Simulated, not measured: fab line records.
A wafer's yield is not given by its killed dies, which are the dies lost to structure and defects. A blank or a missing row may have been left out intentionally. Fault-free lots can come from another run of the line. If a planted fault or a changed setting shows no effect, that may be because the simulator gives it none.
Which tool is to blame? | flow berkeley cmos170 | 14 lots with 42 wafers sampled at 4 steps, on a route of 331 steps

WHAT EACH GAUGE READ, for each wafer
UCB170_M1_OVL_MEAS_10.
lot  | measured     | on         | M1_OVL (nm)
L614 | day 7 16:20  | overlay-01 | 4 3 -2
L616 | day 8 03:15  | overlay-01 | 4 -6 -3
L617 | day 8 03:00  | overlay-02 | -8 -4 -9
L620 | day 8 22:49  | overlay-02 | -7 0 2
L619 | day 8 21:58  | overlay-02 | -10 -12 -2
L618 | day 8 23:14  | overlay-02 | -1 -3 0
L624 | day 9 06:45  | overlay-02 | -7 1 1
L630 | day 10 12:20 | overlay-02 | -1 1 0
L625 | day 10 15:01 | overlay-02 | 0 -5 -12
L626 | day 10 14:37 | overlay-02 | 8 -7 -2
L631 | day 11 11:50 | overlay-02 | -7 2 -6
L633 | day 11 12:50 | overlay-01 | -3 0 -6
L636 | day 12 01:58 | overlay-02 | -9 -6 -3
L637 | day 12 10:52 | overlay-02 | -3 1 -1

UCB170_V2_CD_MEAS_12: target cd 700 nm.
lot  | measured     | on        | cd nm (nm)
L614 | day 8 03:34  | cd sem-02 | 700.9 701.6 700.5
L616 | day 8 14:06  | cd sem-01 | 703.0 700.7 701.1
L617 | day 8 12:47  | cd sem-02 | 700.2 700.8 702.4
L620 | day 9 07:58  | cd sem-01 | 700.3 701.2 699.8
L619 | day 9 06:32  | cd sem-01 | 700.6 699.4 701.4
L618 | day 9 08:19  | cd sem-02 | 700.5 700.5 699.3
L624 | day 9 20:22  | cd sem-01 | 698.3 699.5 698.2
L630 | day 11 02:16 | cd sem-01 | 700.5 699.3 700.1
L625 | day 11 07:40 | cd sem-01 | 700.2 701.6 699.5
L626 | day 11 07:26 | cd sem-01 | 698.1 700.3 699.0
L631 | day 11 21:05 | cd sem-01 | 698.9 700.7 699.2
L633 | day 11 22:44 | cd sem-01 | 699.2 700.4 700.7
L636 | day 12 11:40 | cd sem-01 | 700.3 701.3 701.6
L637 | day 12 19:54 | cd sem-02 | 701.1 701.7 700.5

UCB170_M3_CD_MEAS_90: target cd 700 nm.
lot  | measured     | on        | cd nm (nm)
L614 | day 8 06:51  | cd sem-02 | 701 699 700
L616 | day 8 17:56  | cd sem-01 | 696 697 697
L617 | day 8 16:16  | cd sem-01 | 694 698 696
L620 | day 9 11:16  | cd sem-02 | 706 705 705
L619 | day 9 09:35  | cd sem-01 | 702 703 704
L618 | day 9 11:41  | cd sem-01 | 699 699 697
L624 | day 10 01:25 | cd sem-02 | 710 700 705
L630 | day 11 05:57 | cd sem-02 | 699 700 701
L625 | day 11 11:50 | cd sem-02 | 703 699 701
L626 | day 11 11:11 | cd sem-01 | 699 707 708
L631 | day 12 00:10 | cd sem-02 | 707 705 701
L633 | day 12 01:52 | cd sem-01 | 706 697 699
L636 | day 12 15:32 | cd sem-01 | 707 707 696
L637 | day 12 22:58 | cd sem-02 | 703 701 703

WHICH TOOL RAN EACH LOT (tool, then ch and the chambers of the sampled wafers, then the start)
lot  | UCB170_GATE_ETCH_14
L614 | rie diel-02 ch 0,2,3, day 6 17:48
L616 | rie diel-03 ch 0,1, day 7 00:20
L617 | rie diel-04 ch 1,2,3, day 7 00:34
L620 | rie diel-03 ch 0,2,3, day 7 21:58
L619 | rie diel-04 ch 0,2,3, day 7 22:05
L618 | rie diel-02 ch 1,2,3, day 7 22:16
L624 | rie diel-02 ch 0,2, day 8 09:03
L630 | rie diel-03 ch 0,1,2, day 9 09:39
L625 | rie diel-04 ch 0,2, day 9 09:56
L626 | rie diel-04 ch 0,2,3, day 9 10:27
L631 | rie diel-02 ch 1,2,3, day 10 10:31
L633 | rie diel-03 ch 0,2,3, day 10 10:47
L636 | rie diel-02 ch 1,3, day 10 22:36
L637 | rie diel-02 ch 0,1,3, day 11 06:49
- UCB170_GATE_ETCH_14: etches BARC in N2/H2.

AS READ BY THE TOOLS THEMSELVES (means over the sampled wafers that have a number; for cases with no such wafer, the mark the record gives instead)
UCB170_GATE_ETCH_14.
lot  | tool        | drypump motor current A (A) | h2 flow sccm (sccm) | oes product au (a.u.) | throttle valve pct (%)
L614 | rie diel-02 | 5.8                         | 199.8               | 0.985                 | 13.17
L616 | rie diel-03 | 5.9                         | 199.9               | 0.966                 | 13.06
L617 | rie diel-04 | 5.6                         | 199.8               | 0.994                 | 13.38
L620 | rie diel-03 | 5.6                         | 200.3               | 0.992                 | 13.15
L619 | rie diel-04 | 5.2                         | 200.1               | 1.002                 | 13.38
L618 | rie diel-02 | 5.5                         | 200.4               | 0.982                 | 13.30
L624 | rie diel-02 | 5.7                         | 200.3               | 0.983                 | 13.26
L630 | rie diel-03 | 5.9                         | 200.7               | 0.990                 | 13.05
L625 | rie diel-04 | 5.0                         | 200.0               | 1.013                 | 13.28
L626 | rie diel-04 | 5.2                         | 199.7               | 1.003                 | 13.38
L631 | rie diel-02 | 5.5                         | 200.3               | 0.997                 | 13.32
L633 | rie diel-03 | 5.6                         | 200.1               | 1.000                 | 13.16
L636 | rie diel-02 | 5.5                         | 199.7               | 1.019                 | 13.29
L637 | rie diel-02 | 5.8                         | 199.7               | 1.007                 | 13.14

THE ANSWER, worked out from the rows above alone
Rule: usual is defined by the lots themselves. Put in order of their means at a reading, lots are off if they are a third of the lots or fewer, leave a main group of 4 or more, and stand apart from it by a gap of 3 or more times the standard deviation of the main group's means; of several such gaps the widest counts. Not used: any main group whose means are identical at the precision the tables above print for the reading. A lot without any number at a reading at which 4 lots or more have one is off too. The other lots that the step has rows for count as sound. First the gauges in route order, then the tools' own readings, where a lot's mean is used as printed above. The first step at which some lot is off is used, and at that step the reading that is off furthest; a lot without a number counts as furthest.
No lot is off at any reading shown: from this, nothing can be told.

WHAT THE SIMULATOR PUT IN
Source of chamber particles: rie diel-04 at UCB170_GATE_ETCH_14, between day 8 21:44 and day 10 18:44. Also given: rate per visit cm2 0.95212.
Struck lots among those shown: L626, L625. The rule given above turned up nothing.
